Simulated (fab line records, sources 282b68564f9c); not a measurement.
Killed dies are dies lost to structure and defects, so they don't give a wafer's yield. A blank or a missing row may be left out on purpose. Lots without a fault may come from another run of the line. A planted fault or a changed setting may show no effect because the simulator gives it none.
Problem report in the 8D (eight disciplines) form, filled by code | flow rit_cmos | the parts of the form that need people (team, actions taken, sign-off) are left out

1. THE PROBLEM
SPACER_NITRIDE_THK at RIT_SPACER_THK_MEAS_04 reads a mean of 396.8 nm on 3 wafers of 1 lot; wafers without a fault read 249.2 nm with a standard deviation of 2.2. That is +67 standard deviations from the usual mean.
First seen on wafer L394.4, day 5 16:50, on film_metro-04. The record holds 39 wafers of 13 lots with a number at this step. Rule for "out", or "out of limits": more than 4 standard deviations from the usual mean. The other wafers with a number count as sound.

2. WHAT IT IS AND WHAT IT IS NOT
question                    | is                     | is not
which readings at this step | SPACER_NITRIDE_THK     | -
which lots                  | L394                   | L381, L382, L383, L385, L387, L388, L389, L398, L401, L402, L403, L404
which wafers of those lots  | all that have a number | -
read on which gauges        | film_metro-04          | film_metro-01, film_metro-02
when                        | from day 5 16:50       | up to then (21 sound wafers); but 15 sound wafers of L398, L401, L402, L403, L404 came after

3. SUSPECTS, AND WHAT RULES EACH OUT
Counting: a tool at a process step up to the reading stays a suspect if it ran every lot that is out and no sound lot after the first of them.
- the gauge at RIT_SPACER_THK_MEAS_04: ruled out. All the wafers that are out were read on film_metro-04, but those of them that RIT_SPACER_ETCHBACK_05 has rows for are out there too, on other tools.
- lpcvd-01 at RIT_SPACER_CVD_03 (deposits Si3N4 from SiH2Cl2/NH3, target thk 250 nm, time 3300 s): kept. It ran the lot that is out, L394 (day 5 14:53), and no sound lot after that; its last sound lot up to then is L388 (day 4 07:23).
Left after counting: lpcvd-01 at RIT_SPACER_CVD_03.

4. THE CAUSE (what the simulator had put in)
Process parameter drift: lpcvd-01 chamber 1, from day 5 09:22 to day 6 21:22, at RIT_SPACER_CVD_03. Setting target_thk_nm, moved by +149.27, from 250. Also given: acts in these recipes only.
Counting left only this tool.

5. THE CHAIN OF EFFECTS, in route order
Each row: a reading whose mean over the struck wafers that have a number lies more than 3 standard deviations from the usual. Only readings for which the record gives a usual standard deviation are gone through. hours: the time from each lot's start at the first step in this table that gives one to its start at this step, as a median over the lots. sigmas: the change in usual standard deviations.
hours | step                   | reading            | usual      | on struck wafers | change | sigmas
0     | RIT_SPACER_THK_MEAS_04 | SPACER_NITRIDE_THK | 249.2 nm   | 396.8            | +147.6 | +67
0     | RIT_SPACER_ETCHBACK_05 | oes_product_au     | 0.845 a.u. | 1.033            | +0.188 | +17
The process steps in it:
- RIT_SPACER_ETCHBACK_05: etches Si3N4 in SF6/CHF3, stops on SiO2, target depth 250 nm, time 240 s.

6. WHAT WOULD HAVE CAUGHT IT SOONER
In this record the first reading out of limits at a measuring or inspecting step was taken at day 5 16:50, 7 hours after the fault began at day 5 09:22.
Of the tool readings at RIT_SPACER_CVD_03 for which the record gives a usual standard deviation, none was out on any struck wafer, so an alarm limit of 4 standard deviations on them would not have fired.
All the lots that are out (1) had begun RIT_SPACER_CVD_03 on lpcvd-01 by day 5 16:50. A hold on the tool at that time would have spared none of them.
